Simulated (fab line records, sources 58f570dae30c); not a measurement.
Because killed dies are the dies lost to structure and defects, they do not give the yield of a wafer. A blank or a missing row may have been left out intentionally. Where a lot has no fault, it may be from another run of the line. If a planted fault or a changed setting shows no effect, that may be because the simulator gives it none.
A struck lot beside a sound one :: flow berkeleyCmos170 :: 15 steps out of a route of 331
Sound: wafers L470.1, L470.4, L470.6. Struck: wafers L467.3, L467.4, L467.5. The cause comes at the end.
Per side, at each step with rows, come the tool, then ch with its chambers, and then its first start. Under that, the readings that differ: sound wafers :: struck wafers :: difference of the means :: sigmas: that difference in standard deviations of wafers without a fault.
alike: readings whose means differ by less than 2 such deviations, and words and numbers that are the same on both sides. not compared: withheld readings, readings that some wafer has no value for, bounds like >300 that may hide the same value, and numbers for which the record gives no deviation and whose values overlap.
A row with sigmas, a row that says differs or no value, or rows on one side alone: a step with any of these is where the two part. Non-overlapping numbers with no deviation appear without sigmas and do not part them. A reading that every wafer of one side lacks parts them only if that side has two wafers or more.

first, 1 step without rows for these wafers: UCB170_V2_DEVELOP_11 (develop time 45 s).
UCB170_V2_CD_MEAS_12 targets a cd of 700 nm.
  struck on cdSem-02, day 9 09:33; sound on cdSem-01, day 10 05:13
reading: cdNm (nm)
sound: 699.2 698.5 700.5
struck: 702.3 702.5 703.9
difference: +3.5
sigmas: +2
UCB170_V2_OVL_MEAS_13:
  struck on overlay-01, day 9 09:38; sound on overlay-02, day 10 05:20
  alike: V2_OVL
UCB170_V2_ETCH_14: etches SiO2 in CHF3/CF4/Ar, stops on Al, target depth 1250 nm, time 291 s.
  sound on rieDiel-02 ch 0,2,3, day 10 05:22; struck on rieDiel-04 ch 0,1,3, day 9 09:40
  alike: drypumpMotorCurrentA, oesProductAu, throttleValvePct
  not compared: rfHoursCounterH
UCB170_V2_STRIP_15: strips in O2.
  sound on plasmaAsher-03 ch 0,1, day 10 05:33; struck on plasmaAsher-04 ch 0,1, day 9 09:52
  alike: drypumpMotorCurrentA, oesProductAu, stripTimeToEndpointS
  not compared: rfHoursCounterH
UCB170_V2_CD_MEAS_90 targets a cd of 700 nm.
  struck on cdSem-01, day 9 09:59; sound on cdSem-02, day 10 05:39
reading: cdNm (nm)
sound: 699.6 699.3 701.3
struck: 703.1 701.5 705.0
difference: +3.1
sigmas: +2
then, 1 step without rows for these wafers: UCB170_M3_PRE_CLEAN_00 (preclean etch time 60 s).
UCB170_M3_SPUTTER_01: material Al, target thk 900 nm, time 120 s.
  struck on pvdSputter-02, day 9 10:08; sound on pvdSputter-01, day 10 05:50
  alike: chamberPressurePa, throttleValvePct
UCB170_M3_RS_MEAS_02: measurement is done with a four-point probe.
  struck on filmMetro-01, day 9 10:15; sound on filmMetro-01, day 10 05:55
  alike: M3_AL_RS
UCB170_M3_THK_MEAS_03: measures by xrf.
  struck on filmMetro-01, day 9 10:21; sound on filmMetro-01, day 10 06:02
  alike: M3_AL_THK
then, 2 steps without rows for these wafers: UCB170_M3_HMDS_04 (prime time 60 s); UCB170_M3_COAT_05 (resist thk 900 nm).
UCB170_M3_SOFTBAKE_06: time 60 s.
  sound on lithoTrack-01 ch 0, day 10 07:09; struck on lithoTrack-04 ch 0, day 9 10:44
reading: heaterPowerTotalW (W)
sound: 56.79 56.84 56.89
struck: 60.20 60.30 60.12
difference: +3.37
sigmas: +73

reading: runLengthS (s)
sound: 89.26 89.19 88.98
struck: 77.84 77.78 77.77
difference: -11.35
sigmas: -39
  alike: exhaustPa
UCB170_M3_STRIP_07: strips in O2.
  sound on plasmaAsher-02 ch 0, day 10 07:18; struck on plasmaAsher-02 ch 0,1, day 9 10:52
reading: oesProductAu (a.u.)
sound: 0.739 0.741 0.739
struck: 0.732 0.726 0.726
difference: -0.012
sigmas: -3
  alike: drypumpMotorCurrentA, stripTimeToEndpointS
  not compared: rfHoursCounterH
UCB170_M3_PROBE_99:
  only the struck wafers here have rows in the record (prober-02, day 9 13:07); the sound ones have none

## WHERE THEY PART
At UCB170_V2_CD_MEAS_12 first; at UCB170_M3_PROBE_99 last (within this record only).

WHY: what the simulator had put in
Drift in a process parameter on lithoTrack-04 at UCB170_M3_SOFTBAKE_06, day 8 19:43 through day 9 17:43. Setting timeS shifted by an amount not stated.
